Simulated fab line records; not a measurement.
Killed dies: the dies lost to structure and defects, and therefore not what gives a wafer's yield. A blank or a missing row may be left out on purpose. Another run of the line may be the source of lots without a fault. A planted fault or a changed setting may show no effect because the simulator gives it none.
Struck lot and sound lot, side by side ; flow rit-cmos ; 18 out of 202 route steps
Sound: these wafers, L907.2, L907.4, L907.5. Wafers struck: L918.2, L918.4, L918.6. Last of all comes the cause.
Each step with rows lists, per side, the tool, then ch with its chambers, then its first start. Under that, the readings that differ: sound wafers ; struck wafers ; difference of the means ; sigmas: that difference in standard deviations of wafers without a fault.
alike: same words and numbers on both sides, and readings whose means sit less than 2 such deviations apart. not compared: any withheld reading, any reading some wafer has no value for, any bound like >300 that may hide the same value, and any number with overlapping values for which the record gives no deviation.
Wherever a step has rows on one side only, a row that says differs or no value, or a row with sigmas, the two part there. When numbers do not overlap yet have no deviation, they are printed without sigmas and do not part them. A reading that every wafer of one side lacks parts them only if that side has two wafers or more.

first, 4 steps without rows for these wafers: RIT_PSD_SOFTBAKE_02 (time 60 s); RIT_PSD_EXPOSE_03 (exposes mask M10, target cd 40900 nm); RIT_PSD_PEB_04; RIT_PSD_DEVELOP_05 (develop time 50 s).
RIT_PSD_OVL_MEAS_06:
  sound on overlay-01, day 3 17:17; struck on overlay-01, day 6 13:13
  alike: PSD_OVL
then, 2 steps without rows for these wafers: RIT_PSD_HARDBAKE_07 (time 60 s); RIT_PSD_IMPLANT_08.
RIT_PSD_STRIP_09: strips in O2, time 180 s.
  sound on plasma-asher-02 ch 0,1, day 3 17:37; struck on plasma-asher-04 ch 0,1, day 6 13:33
  alike: chamber-pressure-mTorr, drypump-motor-current-A
  not compared: rf-hours-counter-h
RIT_PSD_TW_MEAS_10:
  sound on film-metro-04, day 3 17:48; struck on film-metro-04, day 6 13:44
  alike: PSD_TW
then, 3 steps without rows for these wafers: RIT_SDANNEAL_CLEAN_00 (cleans in SC1, time 600 s); RIT_SDANNEAL_CLEAN_01 (cleans in dHF, time 30 s); RIT_SDANNEAL_CLEAN_02 (cleans in SC2, time 600 s).
RIT_SDANNEAL_RTA_03: time 5 s.
  sound on rtp-anneal-01 ch 0, day 3 18:14; struck on rtp-anneal-02 ch 0, day 6 14:10
reading;sound;struck;difference;sigmas
wafer_temp_C_max;1052.7 1054.0 1051.9;1012.7 1012.3 1015.0;-39.5;-36
  alike: ramp-down-c-per-s
RIT_SDANNEAL_RS_MEAS_04: measures by four-point-probe.
  sound on film-metro-02, day 3 18:19; struck on film-metro-02, day 6 14:14
reading;sound;struck;difference;sigmas
PSD_RS (ohm/sq);115.64 115.44 115.59;144.26 144.13 143.96;+28.56;+98
RIT_SDANNEAL_RS_MEAS_05: measures by four-point-probe.
  sound on film-metro-02, day 3 18:26; struck on film-metro-02, day 6 14:21
  alike: NSD_RS
RIT_SDANNEAL_RS_MEAS_06: measures by four-point-probe.
  sound on film-metro-02, day 3 18:33; struck on film-metro-02, day 6 14:28
reading;sound;struck;difference;sigmas
PLDD_RS (ohm/sq);179.5 180.0 179.5;216.9 216.2 216.5;+36.9;+77
RIT_SDANNEAL_RS_MEAS_07: measures by four-point-probe.
  sound on film-metro-02, day 3 18:40; struck on film-metro-02, day 6 14:35
  alike: NLDD_RS
RIT_M1_PROBE_99:
  sound on prober-01, day 4 01:50; struck on prober-02, day 6 21:41
reading;sound;struck;difference;sigmas
killed-at-contacts;0 0 0;0 2 0;+1;+2
model.etest.pmos-turned.r-on-ohm-um;3557 3518 3504;4258 4241 4354;+758;
model.etest.pmos_0p3.r-on-ohm-um;6030 6022 6019;6665 6648 6697;+646;
model.etest.pmos_0p15.r-on-ohm-um;2815 2786 2760;3231 3197 3257;+441;
model.etest.pldd.rs-ohm-sq;581.9 580.8 577.5;599.5 625.8 607.7;+30.9;
model.etest.nmos_0p3.r-on-ohm-um;2058 2017 2027;2110 2091 2113;+71;
model.etest.pmos-turned.drive-ua-um;184.9 187.3 188.8;138.8 137.8 139.1;-48.4;
model.etest.pmos_0p15.drive-ua-um;257.7 263.6 263.2;222.7 227.4 219.2;-38.4;
model.etest.nmos-turned.drive-ua-um;340.7 345.9 348.2;322.8 318.8 320.7;-24.2;
  alike: killed-at-front-end, killed-dies, killed-open, killed-short

## WHERE THEY PART
Last at RIT_M1_PROBE_99 as far as this record goes, first at RIT_SDANNEAL_RTA_03.

WHY: the cause the simulator had injected
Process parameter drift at RIT_SDANNEAL_RTA_03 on rtp-anneal-02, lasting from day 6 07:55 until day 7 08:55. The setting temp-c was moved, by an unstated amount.
